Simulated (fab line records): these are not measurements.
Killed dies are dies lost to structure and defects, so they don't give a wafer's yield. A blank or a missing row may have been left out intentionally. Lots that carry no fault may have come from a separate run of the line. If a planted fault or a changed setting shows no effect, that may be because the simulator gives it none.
Shared-tool check | flow berkeley-cmos170 | 42 wafers sampled across 14 lots

WHY THIS WAS OPENED
UCB170_V2_THK_MEAS_01, reading V2_TEOS_THK: flagged on 2 of 14 lots. No-fault wafers: 1979 nm, standard deviation 29.
Rule: a lot is flagged when every wafer of it that has a number lies more than 4 standard deviations from that mean, or none has a number. As for the other lots, they are considered sound.

lot  | measured     | on            | V2_TEOS_THK (nm), wafer by wafer | flag
L321 | day 8 22:01  | film-metro-04 | 1953 1966 1999                   |
L323 | day 8 23:58  | film-metro-03 | 1964 1976 1943                   |
L325 | day 9 21:47  | film-metro-04 | 1939 1965 2007                   |
L324 | day 9 23:18  | film-metro-03 | 1958 1952 1993                   |
L333 | day 12 05:11 | film-metro-04 | 3051 3115 3143                   | FLAGGED
L331 | day 12 06:18 | film-metro-02 | 3083 3054 3109                   | FLAGGED
L334 | day 12 07:10 | film-metro-04 | 1975 1979 1952                   |
L337 | day 12 23:04 | film-metro-02 | 1978 1945 1988                   |
L336 | day 13 01:13 | film-metro-03 | 1957 1952 1971                   |
L338 | day 13 07:29 | film-metro-04 | 1940 1972 1994                   |
L339 | day 13 09:13 | film-metro-04 | 1956 1990 2003                   |
L340 | day 13 15:32 | film-metro-04 | 1983 2004 2012                   |
L341 | day 13 17:29 | film-metro-04 | 1974 2006 2017                   |
L342 | day 14 05:48 | film-metro-03 | 1944 1979 2001                   |
The numbers of the flagged lots are 3092 nm on average: +1114 nm against the usual, or +38 standard deviations.

TOOL THAT RAN EACH LOT
The record holds 2 process steps before the reading, out of a route of 331 steps. Every cell lists first the tool, next ch and the chambers used by the sampled wafers, and last the start.
lot  | flag    | UCB170_SILICIDE_SPUTTER_01   | UCB170_V2_CVD_00
L321 |         | pvd-sputter-03, day 8 07:08  | pecvd-02 ch 0,1,2, day 8 21:52
L323 |         | pvd-sputter-03, day 8 07:45  | pecvd-02 ch 0,1,2, day 8 23:49
L325 |         | pvd-sputter-01, day 9 08:36  | pecvd-02 ch 0,1,2, day 9 21:37
L324 |         | pvd-sputter-03, day 9 08:46  | pecvd-04 ch 0,1,2, day 9 23:08
L333 | FLAGGED | pvd-sputter-01, day 11 14:23 | pecvd-02 ch 0,1, day 12 05:01
L331 | FLAGGED | pvd-sputter-02, day 11 14:42 | pecvd-02 ch 0,2, day 12 06:09
L334 |         | pvd-sputter-03, day 11 15:19 | pecvd-04 ch 0,1,2, day 12 07:04
L337 |         | pvd-sputter-01, day 12 05:15 | pecvd-01 ch 0,1,2, day 12 22:54
L336 |         | pvd-sputter-03, day 12 05:25 | pecvd-04 ch 0,1, day 13 01:02
L338 |         | pvd-sputter-03, day 12 16:41 | pecvd-01 ch 0,1,2, day 13 07:19
L339 |         | pvd-sputter-01, day 12 17:01 | pecvd-04 ch 1,2, day 13 09:04
L340 |         | pvd-sputter-02, day 12 23:45 | pecvd-01 ch 1,2, day 13 15:23
L341 |         | pvd-sputter-03, day 12 23:29 | pecvd-04 ch 0,2, day 13 17:19
L342 |         | pvd-sputter-02, day 13 09:43 | pecvd-04 ch 0,1, day 14 05:38
What the steps here do:
- UCB170_SILICIDE_SPUTTER_01: material Ti, target thk 30 nm, time 25.82 s.
- UCB170_V2_CVD_00: deposits SiO2 from TEOS/O2, target thk 2000 nm, time 250 s.
- UCB170_V2_THK_MEAS_01

FLAGGED AGAINST TOTAL, ONE TOOL AT A TIME (gauges that did the reading follow at the end)
step                       | tool           | lots run | flagged | share of the flagged lots | sound lots run after its first flagged lot
UCB170_SILICIDE_SPUTTER_01 | pvd-sputter-01 | 4        | 1       | some                      | 2 (L337,L339)
UCB170_SILICIDE_SPUTTER_01 | pvd-sputter-02 | 3        | 1       | some                      | 2 (L340,L342)
UCB170_SILICIDE_SPUTTER_01 | pvd-sputter-03 | 7        | 0       | none                      | -
UCB170_V2_CVD_00           | pecvd-01       | 3        | 0       | none                      | -
UCB170_V2_CVD_00           | pecvd-02       | 5        | 2       | all                       | 0
UCB170_V2_CVD_00           | pecvd-04       | 6        | 0       | none                      | -
UCB170_V2_THK_MEAS_01      | film-metro-02  | 2        | 1       | some                      | 1 (L337)
UCB170_V2_THK_MEAS_01      | film-metro-03  | 4        | 0       | none                      | -
UCB170_V2_THK_MEAS_01      | film-metro-04  | 8        | 1       | some                      | 5 (L334,L338,L339,L340,L341)

WHAT THE TABLE PERMITS
Rows of the table that ran each flagged lot: 1, that is pecvd-02 at UCB170_V2_CVD_00.
- pecvd-02 at UCB170_V2_CVD_00 ran 5 lots, 2 of them flagged. It ran its last sound lot, L325, at day 9 21:37 and its first flagged lot, L333, at day 12 05:01: a fault with its onset between the two fits.
Left over: one tool, pecvd-02 at UCB170_V2_CVD_00.

WHAT WAS PUT IN BY THE SIMULATOR
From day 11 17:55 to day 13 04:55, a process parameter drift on pecvd-02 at UCB170_V2_CVD_00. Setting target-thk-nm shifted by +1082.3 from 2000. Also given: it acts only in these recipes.
Lots struck among those shown: L333, L331. The same result came from the rule above.
